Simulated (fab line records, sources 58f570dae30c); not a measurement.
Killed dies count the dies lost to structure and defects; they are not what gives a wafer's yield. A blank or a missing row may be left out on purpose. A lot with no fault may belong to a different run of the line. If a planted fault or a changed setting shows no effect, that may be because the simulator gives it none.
Tool commonality check / flow berkeleyCmos170 / Sample size 15 lots and 45 wafers

## WHY THIS WAS OPENED
3 of 15 lots carry a flag on the reading NLDD_RS at UCB170_SDANNEAL_RS_MEAS_05. No-fault wafers: 616.5 ohm/sq, standard deviation 1.7.
Rule: a lot is flagged in two cases, either no wafer of it has a number, or all its wafers with numbers fall more than 4 standard deviations from that mean. The rest of the lots are taken to be sound.

lot=L217; measured=day 8 06:07; on=filmMetro-01; NLDD_RS (ohm/sq), wafer by wafer=617.2 618.4 618.5; flag=
lot=L222; measured=day 8 20:18; on=filmMetro-01; NLDD_RS (ohm/sq), wafer by wafer=619.8 619.0 618.6; flag=
lot=L220; measured=day 8 21:20; on=filmMetro-04; NLDD_RS (ohm/sq), wafer by wafer=615.4 614.4 614.7; flag=
lot=L223; measured=day 9 15:30; on=filmMetro-02; NLDD_RS (ohm/sq), wafer by wafer=613.6 616.3 614.8; flag=
lot=L226; measured=day 9 21:10; on=filmMetro-02; NLDD_RS (ohm/sq), wafer by wafer=614.6 613.6 615.2; flag=
lot=L225; measured=day 9 21:34; on=filmMetro-01; NLDD_RS (ohm/sq), wafer by wafer=616.6 616.4 617.0; flag=
lot=L227; measured=day 10 02:30; on=filmMetro-04; NLDD_RS (ohm/sq), wafer by wafer=615.7 617.0 616.2; flag=
lot=L228; measured=day 10 15:00; on=filmMetro-01; NLDD_RS (ohm/sq), wafer by wafer=618.4 619.0 621.1; flag=
lot=L231; measured=day 11 01:13; on=filmMetro-02; NLDD_RS (ohm/sq), wafer by wafer=618.3 618.6 617.5; flag=
lot=L232; measured=day 11 01:35; on=filmMetro-04; NLDD_RS (ohm/sq), wafer by wafer=615.1 612.5 615.8; flag=
lot=L236; measured=day 12 10:44; on=filmMetro-01; NLDD_RS (ohm/sq), wafer by wafer=616.3 618.7 617.9; flag=
lot=L238; measured=day 12 11:18; on=filmMetro-04; NLDD_RS (ohm/sq), wafer by wafer=614.4 614.1 615.8; flag=
lot=L239; measured=day 12 11:18; on=filmMetro-02; NLDD_RS (ohm/sq), wafer by wafer=626.4 628.2 628.1; flag=FLAGGED
lot=L237; measured=day 12 13:52; on=filmMetro-01; NLDD_RS (ohm/sq), wafer by wafer=630.6 630.3 629.8; flag=FLAGGED
lot=L240; measured=day 12 13:54; on=filmMetro-04; NLDD_RS (ohm/sq), wafer by wafer=627.0 627.4 626.1; flag=FLAGGED
On average the flagged lots' numbers are 628.2 ohm/sq, which is +11.7 ohm/sq against the usual, or +7 standard deviations.

## WHICH TOOL EACH LOT WENT THROUGH
The record holds 3 process steps before the reading, out of a route of 331 steps. Each cell gives the tool, then ch followed by the chambers the sampled wafers passed through, then the start.
lot=L217; flag=; UCB170_PFIELD_STRIP_08=plasmaAsher-02 ch 0,1, day 5 12:02; UCB170_NLDD_IMPLANT_09=implanter-03 ch 0, day 7 17:49; UCB170_BACKSIDE_STRIP_03=plasmaAsher-03 ch 0,1, day 8 05:21
lot=L222; flag=; UCB170_PFIELD_STRIP_08=plasmaAsher-03 ch 0,1, day 5 22:17; UCB170_NLDD_IMPLANT_09=implanter-03 ch 0, day 8 05:14; UCB170_BACKSIDE_STRIP_03=plasmaAsher-01 ch 0,1, day 8 19:31
lot=L220; flag=; UCB170_PFIELD_STRIP_08=plasmaAsher-02 ch 0,1, day 5 22:34; UCB170_NLDD_IMPLANT_09=implanter-01 ch 0, day 8 06:42; UCB170_BACKSIDE_STRIP_03=plasmaAsher-03 ch 0,1, day 8 20:30
lot=L223; flag=; UCB170_PFIELD_STRIP_08=plasmaAsher-02 ch 0,1, day 6 10:40; UCB170_NLDD_IMPLANT_09=implanter-03 ch 0, day 9 00:46; UCB170_BACKSIDE_STRIP_03=plasmaAsher-02 ch 0,1, day 9 14:44
lot=L226; flag=; UCB170_PFIELD_STRIP_08=plasmaAsher-03 ch 0,1, day 6 20:50; UCB170_NLDD_IMPLANT_09=implanter-01 ch 0, day 9 05:59; UCB170_BACKSIDE_STRIP_03=plasmaAsher-03 ch 0,1, day 9 20:16
lot=L225; flag=; UCB170_PFIELD_STRIP_08=plasmaAsher-02 ch 0,1, day 6 21:04; UCB170_NLDD_IMPLANT_09=implanter-03 ch 0, day 9 06:11; UCB170_BACKSIDE_STRIP_03=plasmaAsher-01 ch 0,1, day 9 20:49
lot=L227; flag=; UCB170_PFIELD_STRIP_08=plasmaAsher-03 ch 0, day 7 03:43; UCB170_NLDD_IMPLANT_09=implanter-01 ch 0, day 9 15:42; UCB170_BACKSIDE_STRIP_03=plasmaAsher-01 ch 0,1, day 10 01:43
lot=L228; flag=; UCB170_PFIELD_STRIP_08=plasmaAsher-01 ch 0,1, day 7 18:15; UCB170_NLDD_IMPLANT_09=implanter-03 ch 0, day 10 02:52; UCB170_BACKSIDE_STRIP_03=plasmaAsher-02 ch 0,1, day 10 14:14
lot=L231; flag=; UCB170_PFIELD_STRIP_08=plasmaAsher-03 ch 0,1, day 8 04:32; UCB170_NLDD_IMPLANT_09=implanter-03 ch 0, day 10 15:26; UCB170_BACKSIDE_STRIP_03=plasmaAsher-01 ch 0,1, day 11 00:26
lot=L232; flag=; UCB170_PFIELD_STRIP_08=plasmaAsher-02 ch 0,1, day 8 04:41; UCB170_NLDD_IMPLANT_09=implanter-01 ch 0, day 10 14:42; UCB170_BACKSIDE_STRIP_03=plasmaAsher-03 ch 0,1, day 11 00:48
lot=L236; flag=; UCB170_PFIELD_STRIP_08=plasmaAsher-03 ch 0,1, day 9 07:15; UCB170_NLDD_IMPLANT_09=implanter-01 ch 0, day 11 21:35; UCB170_BACKSIDE_STRIP_03=plasmaAsher-02 ch 0, day 12 09:50
lot=L238; flag=; UCB170_PFIELD_STRIP_08=plasmaAsher-03 ch 0,1, day 9 07:39; UCB170_NLDD_IMPLANT_09=implanter-01 ch 0, day 11 20:32; UCB170_BACKSIDE_STRIP_03=plasmaAsher-03 ch 0,1, day 12 10:05
lot=L239; flag=FLAGGED; UCB170_PFIELD_STRIP_08=plasmaAsher-01 ch 0,1, day 9 19:44; UCB170_NLDD_IMPLANT_09=implanter-01 ch 0, day 11 23:35; UCB170_BACKSIDE_STRIP_03=plasmaAsher-01 ch 0,1, day 12 10:17
lot=L237; flag=FLAGGED; UCB170_PFIELD_STRIP_08=plasmaAsher-01 ch 0,1, day 9 07:22; UCB170_NLDD_IMPLANT_09=implanter-01 ch 0, day 11 21:53; UCB170_BACKSIDE_STRIP_03=plasmaAsher-01 ch 0,1, day 12 13:06
lot=L240; flag=FLAGGED; UCB170_PFIELD_STRIP_08=plasmaAsher-02 ch 0,1, day 9 19:29; UCB170_NLDD_IMPLANT_09=implanter-01 ch 0, day 12 00:11; UCB170_BACKSIDE_STRIP_03=plasmaAsher-03 ch 0,1, day 12 13:08
These steps, and what they do:
- UCB170_PFIELD_STRIP_08: strips in O2.
- UCB170_NLDD_IMPLANT_09
- UCB170_BACKSIDE_STRIP_03: strips in O2.
- UCB170_SDANNEAL_RS_MEAS_05: measures by four-point-probe.

## FLAGGED AGAINST TOTAL, ONE TOOL AT A TIME (gauges that did the reading follow at the end)
step=UCB170_PFIELD_STRIP_08; tool=plasmaAsher-01; lots run=3; flagged=2; share of the flagged lots=some; sound lots run after its first flagged lot=0
step=UCB170_PFIELD_STRIP_08; tool=plasmaAsher-02; lots run=6; flagged=1; share of the flagged lots=some; sound lots run after its first flagged lot=0
step=UCB170_PFIELD_STRIP_08; tool=plasmaAsher-03; lots run=6; flagged=0; share of the flagged lots=none; sound lots run after its first flagged lot=-
step=UCB170_NLDD_IMPLANT_09; tool=implanter-01; lots run=9; flagged=3; share of the flagged lots=all; sound lots run after its first flagged lot=0
step=UCB170_NLDD_IMPLANT_09; tool=implanter-03; lots run=6; flagged=0; share of the flagged lots=none; sound lots run after its first flagged lot=-
step=UCB170_BACKSIDE_STRIP_03; tool=plasmaAsher-01; lots run=6; flagged=2; share of the flagged lots=some; sound lots run after its first flagged lot=0
step=UCB170_BACKSIDE_STRIP_03; tool=plasmaAsher-02; lots run=3; flagged=0; share of the flagged lots=none; sound lots run after its first flagged lot=-
step=UCB170_BACKSIDE_STRIP_03; tool=plasmaAsher-03; lots run=6; flagged=1; share of the flagged lots=some; sound lots run after its first flagged lot=0
step=UCB170_SDANNEAL_RS_MEAS_05; tool=filmMetro-01; lots run=6; flagged=1; share of the flagged lots=some; sound lots run after its first flagged lot=0
step=UCB170_SDANNEAL_RS_MEAS_05; tool=filmMetro-02; lots run=4; flagged=1; share of the flagged lots=some; sound lots run after its first flagged lot=0
step=UCB170_SDANNEAL_RS_MEAS_05; tool=filmMetro-04; lots run=5; flagged=1; share of the flagged lots=some; sound lots run after its first flagged lot=0

## WHAT IS ALLOWED BY THE TABLE
All flagged lots share 1 row of the table, namely implanter-01 at UCB170_NLDD_IMPLANT_09.
- implanter-01 at UCB170_NLDD_IMPLANT_09: 3 of its 9 lots flagged. Last sound lot L236 at day 11 21:35, first flagged lot L237 at day 11 21:53; a fault beginning in between fits.
Left over: one tool, implanter-01 at UCB170_NLDD_IMPLANT_09.

## WHAT THE SIMULATOR HAD INSERTED
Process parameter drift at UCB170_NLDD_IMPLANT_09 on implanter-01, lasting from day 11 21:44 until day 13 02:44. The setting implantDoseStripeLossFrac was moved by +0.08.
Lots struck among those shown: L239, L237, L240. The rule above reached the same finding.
